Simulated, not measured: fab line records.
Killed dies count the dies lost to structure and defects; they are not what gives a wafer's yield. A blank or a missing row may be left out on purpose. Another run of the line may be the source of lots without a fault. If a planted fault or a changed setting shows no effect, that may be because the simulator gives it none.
Struck lot and sound lot, side by side -- flow rit_cmos -- 15 steps out of a route of 202
Sound: the wafers L876.2, L876.4, L876.6. Struck: wafers L881.1, L881.3, L881.4. At the end, the cause is stated.
Each step with rows lists, per side, the tool, then ch with its chambers, then its first start. Under that, the readings that differ: sound wafers -- struck wafers -- difference of the means -- sigmas: that difference in standard deviations of wafers without a fault.
alike: words and numbers the same on both sides, and readings whose means are apart by under 2 such deviations; not compared: readings that were withheld, readings missing a value for some wafer, numbers with overlapping values and no deviation given by the record, and bounds like >300 which may hide the same value.
A row with sigmas, a row that says differs or no value, or rows on one side alone: a step with any of these is where the two part. When numbers do not overlap yet have no deviation, they are printed without sigmas and do not part them. A reading missing from all wafers of one side parts the sides only when that side holds two or more wafers.

first, 3 steps without rows for these wafers: RIT_SDANNEAL_CLEAN_00 (cleans in SC1, time 600 s); RIT_SDANNEAL_CLEAN_01 (cleans in dHF, time 30 s); RIT_SDANNEAL_CLEAN_02 (cleans in SC2, time 600 s).
RIT_SDANNEAL_RTA_03: time 5 s.
  sound on rtp_anneal-01 ch 0, day 3 07:10; struck on rtp_anneal-02 ch 0, day 4 07:37
  alike: ramp_down_c_per_s, wafer_temp_C_max
RIT_SDANNEAL_RS_MEAS_04: measurement is done with a four-point probe.
  sound on film_metro-04, day 3 07:14; struck on film_metro-02, day 4 07:40
  alike: PSD_RS
RIT_SDANNEAL_RS_MEAS_05: measurement is done with a four-point probe.
  sound on film_metro-04, day 3 07:22; struck on film_metro-02, day 4 07:47
reading,sound,struck,difference,sigmas
NSD_RS (ohm/sq),84.81 85.23 84.80,84.14 84.11 84.23,-0.79,-3
RIT_SDANNEAL_RS_MEAS_06: measurement is done with a four-point probe.
  sound on film_metro-04, day 3 07:29; struck on film_metro-02, day 4 07:55
reading,sound,struck,difference,sigmas
PLDD_RS (ohm/sq),179.0 179.0 179.0,178.5 178.1 177.4,-1.0,-2
RIT_SDANNEAL_RS_MEAS_07: measurement is done with a four-point probe.
  sound on film_metro-04, day 3 07:36; struck on film_metro-02, day 4 08:02
reading,sound,struck,difference,sigmas
NLDD_RS (ohm/sq),151.2 151.8 150.6,152.6 152.3 152.3,+1.2,+2
then, 1 step without rows for these wafers: RIT_SILICIDE_WET_ETCH_00 (etches SiO2 in BOE, target depth 14 nm, time 15 s).
RIT_SILICIDE_SPUTTER_01: material Ti, target thk 30 nm, time 240 s.
  sound on pvd_sputter-01, day 3 07:43; struck on pvd_sputter-03, day 4 08:11
  alike: throttle_valve_pct
RIT_SILICIDE_RS_MEAS_02: measurement is done with a four-point probe.
  sound on film_metro-01, day 3 07:53; struck on film_metro-01, day 4 08:20
  alike: SILICIDE_TI_RS
RIT_SILICIDE_THK_MEAS_03: measures by xrf.
  sound on film_metro-01, day 3 07:59; struck on film_metro-01, day 4 08:27
  alike: SILICIDE_TI_THK
RIT_SILICIDE_RTA_04: time 10 s, ramp up 5 s, ramp down 5 s.
  sound on rtp_anneal-02 ch 0, day 3 08:03; struck on rtp_anneal-01 ch 0, day 4 08:31
reading,sound,struck,difference,sigmas
wafer_temp_C_max,651.8 652.1 652.0,657.4 657.7 657.6,+5.6,+8
then, 1 step without rows for these wafers: RIT_SILICIDE_WET_ETCH_05 (etches Ti in SPM, time 120 s).
RIT_M1_PROBE_99:
  sound on prober-02, day 3 15:05; struck on prober-01, day 4 15:11
reading,sound,struck,difference,sigmas
model.etest.npoly_line.rs_ohm_sq,17.12 16.9 17.1,16.8 16.61 16.78,-0.3,
model.etest.ppoly_line.rs_ohm_sq,16.49 16.41 16.54,16.38 16.23 16.24,-0.20,
  alike: killed_at_front_end, killed_dies, killed_open, killed_short
  not compared: model.etest.ppoly_sal.rs_ohm_sq, model.etest.pplus_sal.rs_ohm_sq

WHERE THEY PART
Earliest at RIT_SDANNEAL_RS_MEAS_05; latest, in this record, at RIT_SILICIDE_RTA_04. Later steps at which nothing parts them and some readings are alike: RIT_M1_PROBE_99.

WHY: what the simulator had put in
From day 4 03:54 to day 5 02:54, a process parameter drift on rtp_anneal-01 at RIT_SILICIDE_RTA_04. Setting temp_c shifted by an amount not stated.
